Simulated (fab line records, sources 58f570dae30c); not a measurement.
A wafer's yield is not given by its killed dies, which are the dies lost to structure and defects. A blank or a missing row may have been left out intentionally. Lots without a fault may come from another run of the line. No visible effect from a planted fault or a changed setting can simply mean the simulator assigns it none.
A sampling plan put to the test :: flow berkeley cmos170 :: one line in one fab, 35 faults in these records, each fault weighed on the records of the lots it struck
Plan = the line's own looks (route steps where a gauge or an inspection reads the wafer without altering it). A look can be judged if struck wafers have a number there and the file gives its usual mean and standard deviation on fault-free wafers. Caught: a look later than the fault's first step finds the struck wafers' mean 4 or more of those standard deviations (sigma) from the usual mean. On the tool: the fault's steps, tested the same way using the tool's own readings. Caught also covers a different recipe on the struck wafers, or a record left blank for those wafers only.

## THE FAULTS, as the simulator had put them in
1. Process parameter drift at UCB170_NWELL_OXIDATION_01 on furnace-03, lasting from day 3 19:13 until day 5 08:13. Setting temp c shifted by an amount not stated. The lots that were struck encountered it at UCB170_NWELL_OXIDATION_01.
2. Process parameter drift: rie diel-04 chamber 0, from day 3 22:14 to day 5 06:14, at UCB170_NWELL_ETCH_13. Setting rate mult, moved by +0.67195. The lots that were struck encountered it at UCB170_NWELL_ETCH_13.
3. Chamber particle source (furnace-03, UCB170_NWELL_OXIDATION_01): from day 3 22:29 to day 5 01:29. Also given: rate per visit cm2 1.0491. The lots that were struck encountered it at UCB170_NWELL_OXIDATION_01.
4. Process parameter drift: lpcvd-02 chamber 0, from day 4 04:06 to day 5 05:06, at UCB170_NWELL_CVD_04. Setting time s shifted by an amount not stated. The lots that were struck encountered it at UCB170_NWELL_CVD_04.
5. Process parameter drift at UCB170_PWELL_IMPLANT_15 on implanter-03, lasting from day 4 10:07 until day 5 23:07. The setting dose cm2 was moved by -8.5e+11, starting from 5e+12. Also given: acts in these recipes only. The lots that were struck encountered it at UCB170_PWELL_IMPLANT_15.
6. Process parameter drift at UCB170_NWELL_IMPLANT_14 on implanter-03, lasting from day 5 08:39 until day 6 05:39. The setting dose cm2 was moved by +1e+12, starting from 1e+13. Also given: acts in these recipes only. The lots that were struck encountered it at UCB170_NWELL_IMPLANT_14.
7. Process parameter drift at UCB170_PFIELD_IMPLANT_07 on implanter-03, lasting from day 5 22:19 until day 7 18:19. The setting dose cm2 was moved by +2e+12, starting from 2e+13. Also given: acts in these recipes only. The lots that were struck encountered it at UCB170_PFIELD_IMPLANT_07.
8. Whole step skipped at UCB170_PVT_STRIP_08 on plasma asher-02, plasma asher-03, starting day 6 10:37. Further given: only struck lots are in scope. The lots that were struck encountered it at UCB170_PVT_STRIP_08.
9. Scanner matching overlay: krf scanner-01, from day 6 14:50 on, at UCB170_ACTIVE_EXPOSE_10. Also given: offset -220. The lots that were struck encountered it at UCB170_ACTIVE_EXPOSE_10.
10. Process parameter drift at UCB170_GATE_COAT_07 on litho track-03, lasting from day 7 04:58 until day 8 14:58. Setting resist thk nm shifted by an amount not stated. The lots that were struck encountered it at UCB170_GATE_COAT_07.
11. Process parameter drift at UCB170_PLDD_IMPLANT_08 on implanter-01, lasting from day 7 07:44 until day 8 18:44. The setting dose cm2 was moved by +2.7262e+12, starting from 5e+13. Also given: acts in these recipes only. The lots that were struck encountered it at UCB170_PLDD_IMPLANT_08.
12. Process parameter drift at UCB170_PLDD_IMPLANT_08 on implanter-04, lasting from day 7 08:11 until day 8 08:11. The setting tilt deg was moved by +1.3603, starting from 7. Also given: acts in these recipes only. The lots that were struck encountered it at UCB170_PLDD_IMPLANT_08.
13. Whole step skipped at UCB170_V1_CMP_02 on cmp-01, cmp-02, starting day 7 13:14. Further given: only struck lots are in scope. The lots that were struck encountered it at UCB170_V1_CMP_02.
14. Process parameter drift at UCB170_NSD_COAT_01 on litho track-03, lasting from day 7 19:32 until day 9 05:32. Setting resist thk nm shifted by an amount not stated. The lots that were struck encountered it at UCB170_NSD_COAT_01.
15. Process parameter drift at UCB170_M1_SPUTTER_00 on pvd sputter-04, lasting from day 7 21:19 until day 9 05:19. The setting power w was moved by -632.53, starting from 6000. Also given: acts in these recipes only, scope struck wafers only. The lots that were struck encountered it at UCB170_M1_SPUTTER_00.
16. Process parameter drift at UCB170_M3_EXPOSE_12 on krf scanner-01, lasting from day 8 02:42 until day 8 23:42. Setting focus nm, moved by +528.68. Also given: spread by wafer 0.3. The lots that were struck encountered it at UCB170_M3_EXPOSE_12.
17. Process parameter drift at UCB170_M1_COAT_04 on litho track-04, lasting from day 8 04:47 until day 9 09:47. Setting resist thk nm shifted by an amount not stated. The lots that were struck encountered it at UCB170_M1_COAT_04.
18. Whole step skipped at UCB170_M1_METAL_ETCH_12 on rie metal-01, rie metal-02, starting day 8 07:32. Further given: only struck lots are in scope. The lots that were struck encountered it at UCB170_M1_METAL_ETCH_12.
19. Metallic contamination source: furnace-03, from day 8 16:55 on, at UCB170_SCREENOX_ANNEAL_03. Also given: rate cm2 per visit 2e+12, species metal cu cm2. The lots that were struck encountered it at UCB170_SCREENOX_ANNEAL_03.
20. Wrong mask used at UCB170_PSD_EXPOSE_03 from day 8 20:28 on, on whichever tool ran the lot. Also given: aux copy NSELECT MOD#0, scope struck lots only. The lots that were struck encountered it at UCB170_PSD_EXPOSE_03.
21. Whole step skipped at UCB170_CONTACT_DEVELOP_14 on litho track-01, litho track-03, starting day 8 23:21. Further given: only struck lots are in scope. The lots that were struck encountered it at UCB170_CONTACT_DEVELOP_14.
22. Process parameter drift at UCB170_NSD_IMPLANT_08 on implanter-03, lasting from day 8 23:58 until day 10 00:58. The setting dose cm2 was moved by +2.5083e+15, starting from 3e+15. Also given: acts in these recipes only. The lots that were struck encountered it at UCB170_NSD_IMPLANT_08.
23. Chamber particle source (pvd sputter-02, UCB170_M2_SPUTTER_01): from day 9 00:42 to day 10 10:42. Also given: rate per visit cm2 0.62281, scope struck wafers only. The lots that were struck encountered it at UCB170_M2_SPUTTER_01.
24. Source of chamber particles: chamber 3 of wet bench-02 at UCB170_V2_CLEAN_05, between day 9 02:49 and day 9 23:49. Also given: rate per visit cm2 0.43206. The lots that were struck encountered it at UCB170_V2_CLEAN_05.
25. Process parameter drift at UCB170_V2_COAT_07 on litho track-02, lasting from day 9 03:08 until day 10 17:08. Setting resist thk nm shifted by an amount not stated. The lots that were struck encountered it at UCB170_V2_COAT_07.
26. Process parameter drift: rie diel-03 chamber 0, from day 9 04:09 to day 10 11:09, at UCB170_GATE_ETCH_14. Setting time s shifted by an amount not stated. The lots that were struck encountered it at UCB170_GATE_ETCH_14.
27. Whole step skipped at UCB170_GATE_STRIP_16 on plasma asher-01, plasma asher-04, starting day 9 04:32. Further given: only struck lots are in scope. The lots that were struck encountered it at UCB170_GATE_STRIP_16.
28. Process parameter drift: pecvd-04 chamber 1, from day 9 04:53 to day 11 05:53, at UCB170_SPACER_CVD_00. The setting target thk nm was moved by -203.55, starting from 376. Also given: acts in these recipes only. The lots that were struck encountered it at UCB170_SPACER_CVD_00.
29. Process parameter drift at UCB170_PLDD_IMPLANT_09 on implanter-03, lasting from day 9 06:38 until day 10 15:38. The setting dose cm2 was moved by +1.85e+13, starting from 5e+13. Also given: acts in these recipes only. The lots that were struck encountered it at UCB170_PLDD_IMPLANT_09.
30. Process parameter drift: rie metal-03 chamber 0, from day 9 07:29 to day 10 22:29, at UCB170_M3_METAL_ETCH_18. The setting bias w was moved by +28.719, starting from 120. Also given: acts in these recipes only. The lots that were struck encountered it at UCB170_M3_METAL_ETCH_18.
31. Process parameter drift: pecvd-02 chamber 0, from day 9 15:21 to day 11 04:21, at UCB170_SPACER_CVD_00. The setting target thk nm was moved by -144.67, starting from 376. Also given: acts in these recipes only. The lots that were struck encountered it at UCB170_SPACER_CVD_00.
32. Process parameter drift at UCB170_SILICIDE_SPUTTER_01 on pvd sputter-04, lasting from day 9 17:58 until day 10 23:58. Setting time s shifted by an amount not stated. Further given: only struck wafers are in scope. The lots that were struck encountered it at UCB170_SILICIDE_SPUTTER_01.
33. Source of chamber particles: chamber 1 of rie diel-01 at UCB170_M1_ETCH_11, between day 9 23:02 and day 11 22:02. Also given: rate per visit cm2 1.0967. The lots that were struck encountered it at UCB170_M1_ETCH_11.
34. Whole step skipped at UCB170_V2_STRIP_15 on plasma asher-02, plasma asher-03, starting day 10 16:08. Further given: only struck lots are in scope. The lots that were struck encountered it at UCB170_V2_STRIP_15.
35. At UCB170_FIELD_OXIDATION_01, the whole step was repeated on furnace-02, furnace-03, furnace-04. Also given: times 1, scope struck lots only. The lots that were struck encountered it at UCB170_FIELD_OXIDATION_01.

## WHAT THE PLAN SAW
fault: 1
on the tool itself: tube center temp C +99 or beyond sigma
first look that catches it: UCB170_NWELL_THK_MEAS_02
reading, sigma: NWELL_OXIDE_THK +30
median hours from its first step to that look: 1.4
hours from the fault's start to the first struck lot there: 4
judged looks passed uncaught: 0

fault: 2
on the tool itself: under 2 sigma
first look that catches it: not the one look that can be judged after it
reading, sigma: -
median hours from its first step to that look: -
hours from the fault's start to the first struck lot there: -
judged looks passed uncaught: 1

fault: 3
on the tool itself: no reading that can be judged
first look that catches it: none of the 2 looks that can be judged after it
reading, sigma: -
median hours from its first step to that look: -
hours from the fault's start to the first struck lot there: -
judged looks passed uncaught: 2

fault: 4
on the tool itself: under 2 sigma
first look that catches it: UCB170_NWELL_THK_MEAS_05
reading, sigma: NWELL_NITRIDE_THK +8.1
median hours from its first step to that look: 1.9
hours from the fault's start to the first struck lot there: 13
judged looks passed uncaught: 0

fault: 5
on the tool itself: dose ions cm2 -99 or beyond sigma
first look that catches it: UCB170_PWELL_TW_MEAS_17
reading, sigma: PWELL_TW -6.3
median hours from its first step to that look: 0.2
hours from the fault's start to the first struck lot there: 1
judged looks passed uncaught: 0

fault: 6
on the tool itself: dose ions cm2 +91 sigma
first look that catches it: none of the 3 looks that can be judged after it
reading, sigma: strongest: NWELL_TW at UCB170_NWELL_TW_MEAS_16, +2.8
median hours from its first step to that look: -
hours from the fault's start to the first struck lot there: -
judged looks passed uncaught: 3

fault: 7
on the tool itself: dose ions cm2 +99 or beyond sigma
first look that catches it: not the one look that can be judged after it
reading, sigma: strongest: PFIELD_TW at UCB170_PFIELD_TW_MEAS_09, +3.0
median hours from its first step to that look: -
hours from the fault's start to the first struck lot there: -
judged looks passed uncaught: 1

fault: 8
on the tool itself: no reading that can be judged
first look that catches it: not the one look that can be judged after it
reading, sigma: -
median hours from its first step to that look: -
hours from the fault's start to the first struck lot there: -
judged looks passed uncaught: 1

fault: 9
on the tool itself: no reading that can be judged
first look that catches it: UCB170_ACTIVE_OVL_MEAS_14
reading, sigma: ACTIVE_OVL -44
median hours from its first step to that look: 1.4
hours from the fault's start to the first struck lot there: 7
judged looks passed uncaught: 0

fault: 10
on the tool itself: no reading that can be judged
first look that catches it: UCB170_GATE_CD_MEAS_12
reading, sigma: cd nm +4.9
median hours from its first step to that look: 1.5
hours from the fault's start to the first struck lot there: 1
judged looks passed uncaught: 0

fault: 11
on the tool itself: dose ions cm2 +55 sigma
first look that catches it: UCB170_SDANNEAL_RS_MEAS_04
reading, sigma: PLDD_RS -5.9
median hours from its first step to that look: 15.1
hours from the fault's start to the first struck lot there: 15
judged looks passed uncaught: 1

fault: 12
on the tool itself: tilt deg +71 sigma
first look that catches it: not the one look that can be judged after it
reading, sigma: -
median hours from its first step to that look: -
hours from the fault's start to the first struck lot there: -
judged looks passed uncaught: 1

fault: 13
on the tool itself: the tool's record is blank for the struck wafers
first look that catches it: not the one look that can be judged after it
reading, sigma: strongest: V1_BOW at UCB170_V1_BOW_MEAS_03, +3.7
median hours from its first step to that look: -
hours from the fault's start to the first struck lot there: -
judged looks passed uncaught: 1

fault: 14
on the tool itself: no reading that can be judged
first look that catches it: no look after it can be judged
reading, sigma: -
median hours from its first step to that look: -
hours from the fault's start to the first struck lot there: -
judged looks passed uncaught: 0

fault: 15
on the tool itself: cathode dc power W -99 or beyond sigma
first look that catches it: UCB170_M1_RS_MEAS_01
reading, sigma: M1_AL_RS +9.8
median hours from its first step to that look: 0.1
hours from the fault's start to the first struck lot there: 6
judged looks passed uncaught: 0

fault: 16
on the tool itself: exposure dose mJ cm2 -18 sigma
first look that catches it: UCB170_M3_CD_MEAS_15
reading, sigma: cd nm -5.9
median hours from its first step to that look: 0.4
hours from the fault's start to the first struck lot there: 7
judged looks passed uncaught: 0

fault: 17
on the tool itself: no reading that can be judged
first look that catches it: no look after it can be judged
reading, sigma: -
median hours from its first step to that look: -
hours from the fault's start to the first struck lot there: -
judged looks passed uncaught: 0

fault: 18
on the tool itself: the tool's record is blank for the struck wafers
first look that catches it: no look after it can be judged
reading, sigma: -
median hours from its first step to that look: -
hours from the fault's start to the first struck lot there: -
judged looks passed uncaught: 0

fault: 19
on the tool itself: under 2 sigma
first look that catches it: none of the 7 looks that can be judged after it
reading, sigma: -
median hours from its first step to that look: -
hours from the fault's start to the first struck lot there: -
judged looks passed uncaught: 7

fault: 20
on the tool itself: under 2 sigma
first look that catches it: UCB170_PSD_TW_MEAS_10
reading, sigma: PSD_TW -99 or beyond
median hours from its first step to that look: 0.8
hours from the fault's start to the first struck lot there: 11
judged looks passed uncaught: 0

fault: 21
on the tool itself: no reading that can be judged
first look that catches it: no look after it can be judged
reading, sigma: -
median hours from its first step to that look: -
hours from the fault's start to the first struck lot there: -
judged looks passed uncaught: 0

fault: 22
on the tool itself: dose ions cm2 +99 or beyond sigma
first look that catches it: UCB170_NSD_TW_MEAS_10
reading, sigma: NSD_TW +5.8
median hours from its first step to that look: 0.2
hours from the fault's start to the first struck lot there: 9
judged looks passed uncaught: 0

fault: 23
on the tool itself: under 2 sigma
first look that catches it: not the one look that can be judged after it
reading, sigma: -
median hours from its first step to that look: -
hours from the fault's start to the first struck lot there: -
judged looks passed uncaught: 1

fault: 24
on the tool itself: no reading that can be judged
first look that catches it: not the one look that can be judged after it
reading, sigma: -
median hours from its first step to that look: -
hours from the fault's start to the first struck lot there: -
judged looks passed uncaught: 1

fault: 25
on the tool itself: under 2 sigma
first look that catches it: no look after it can be judged
reading, sigma: -
median hours from its first step to that look: -
hours from the fault's start to the first struck lot there: -
judged looks passed uncaught: 0

fault: 26
on the tool itself: under 2 sigma
first look that catches it: UCB170_GATE_CD_MEAS_90
reading, sigma: cd nm -4.2
median hours from its first step to that look: 0.5
hours from the fault's start to the first struck lot there: 1
judged looks passed uncaught: 0

fault: 27
on the tool itself: no reading that can be judged
first look that catches it: not the one look that can be judged after it
reading, sigma: -
median hours from its first step to that look: -
hours from the fault's start to the first struck lot there: -
judged looks passed uncaught: 1

fault: 28
on the tool itself: under 2 sigma
first look that catches it: UCB170_SPACER_THK_MEAS_01
reading, sigma: SPACER_TEOS_THK -32
median hours from its first step to that look: 0.1
hours from the fault's start to the first struck lot there: 4
judged looks passed uncaught: 0

fault: 29
on the tool itself: dose ions cm2 +99 or beyond sigma
first look that catches it: UCB170_PLDD_TW_MEAS_11
reading, sigma: PLDD_TW +6.8
median hours from its first step to that look: 0.2
hours from the fault's start to the first struck lot there: 1
judged looks passed uncaught: 0

fault: 30
on the tool itself: bias w +77 sigma
first look that catches it: not the one look that can be judged after it
reading, sigma: -
median hours from its first step to that look: -
hours from the fault's start to the first struck lot there: -
judged looks passed uncaught: 1

fault: 31
on the tool itself: under 2 sigma
first look that catches it: UCB170_SPACER_THK_MEAS_01
reading, sigma: SPACER_TEOS_THK -22
median hours from its first step to that look: 0.0
hours from the fault's start to the first struck lot there: 6
judged looks passed uncaught: 0

fault: 32
on the tool itself: under 2 sigma
first look that catches it: UCB170_SILICIDE_RS_MEAS_02
reading, sigma: SILICIDE_TI_RS +17
median hours from its first step to that look: 0.0
hours from the fault's start to the first struck lot there: 0
judged looks passed uncaught: 0

fault: 33
on the tool itself: under 2 sigma
first look that catches it: none of the 9 looks that can be judged after it
reading, sigma: -
median hours from its first step to that look: -
hours from the fault's start to the first struck lot there: -
judged looks passed uncaught: 9

fault: 34
on the tool itself: no reading that can be judged
first look that catches it: not the one look that can be judged after it
reading, sigma: -
median hours from its first step to that look: -
hours from the fault's start to the first struck lot there: -
judged looks passed uncaught: 1

fault: 35
on the tool itself: no reading that can be judged
first look that catches it: UCB170_FIELD_THK_MEAS_02
reading, sigma: FIELD_OXIDE_THK +24
median hours from its first step to that look: 6.4
hours from the fault's start to the first struck lot there: -
judged looks passed uncaught: 0
A dash: the fault is not caught, or the number is missing from these records.

Caught at a look: 16 of 35. Caught on the tool: 13 of 35. By one or the other: 22 of 35.
Faults caught by the tool alone: 6, 7, 12, 13, 18, 30.
Caught at a look alone: faults 4, 9, 10, 20, 26, 28, 31, 32, 35.
Caught by neither: faults 2, 3, 8, 14, 17, 19, 21, 23, 24, 25, 27, 33, 34.

## THINNER SAMPLING
In the worst case, this is how late the first struck lot would be measured if the look that catches a fault measured only every second or every third lot, by lot number:
fault: 1
struck lots at that look, in order of time: L385, L386
every lot: 4 h
every second lot: 5 h
every third lot: may miss all 2

fault: 4
struck lots at that look, in order of time: L334
every lot: 13 h
every second lot: may miss it
every third lot: may miss it

fault: 5
struck lots at that look, in order of time: L232, L235
every lot: 1 h
every second lot: 2 h
every third lot: may miss all 2

fault: 9
struck lots at that look, in order of time: L833, L835, L834
every lot: 7 h
every second lot: 21 h
every third lot: 21 h

fault: 10
struck lots at that look, in order of time: L682, L686
every lot: 1 h
every second lot: may miss all 2
every third lot: may miss all 2

fault: 11
struck lots at that look, in order of time: L757, L758
every lot: 15 h
every second lot: 17 h
every third lot: may miss all 2

fault: 15
struck lots at that look, in order of time: L274, L273
every lot: 6 h
every second lot: 8 h
every third lot: may miss all 2

fault: 16
struck lots at that look, in order of time: L787
every lot: 7 h
every second lot: may miss it
every third lot: may miss it

fault: 20
struck lots at that look, in order of time: L774
every lot: 11 h
every second lot: may miss it
every third lot: may miss it

fault: 22
struck lots at that look, in order of time: L624, L627
every lot: 9 h
every second lot: 16 h
every third lot: may miss all 2

fault: 26
struck lots at that look, in order of time: L172, L177
every lot: 1 h
every second lot: 14 h
every third lot: may miss all 2

fault: 28
struck lots at that look, in order of time: L426
every lot: 4 h
every second lot: may miss it
every third lot: may miss it

fault: 29
struck lots at that look, in order of time: L941, L946
every lot: 1 h
every second lot: 27 h
every third lot: may miss all 2

fault: 31
struck lots at that look, in order of time: L974, L975
every lot: 6 h
every second lot: 22 h
every third lot: may miss all 2

fault: 32
struck lots at that look, in order of time: L147
every lot: 0 h
every second lot: may miss it
every third lot: may miss it
Hours count from the start of the fault until the first struck lot that is measured. 4 sigma limit: tested on the pooled struck wafers, so a lone lot may be under it. Other struck lots may not be in these records.

## THE LONGEST TIMED WAY FROM STEP TO LOOK
Fault 11: a median of 15.1 hours passes between UCB170_PLDD_IMPLANT_08 and UCB170_SDANNEAL_RS_MEAS_04. The look between them that can be judged stayed within 4 sigma: UCB170_NLDD_CD_MEAS_06.
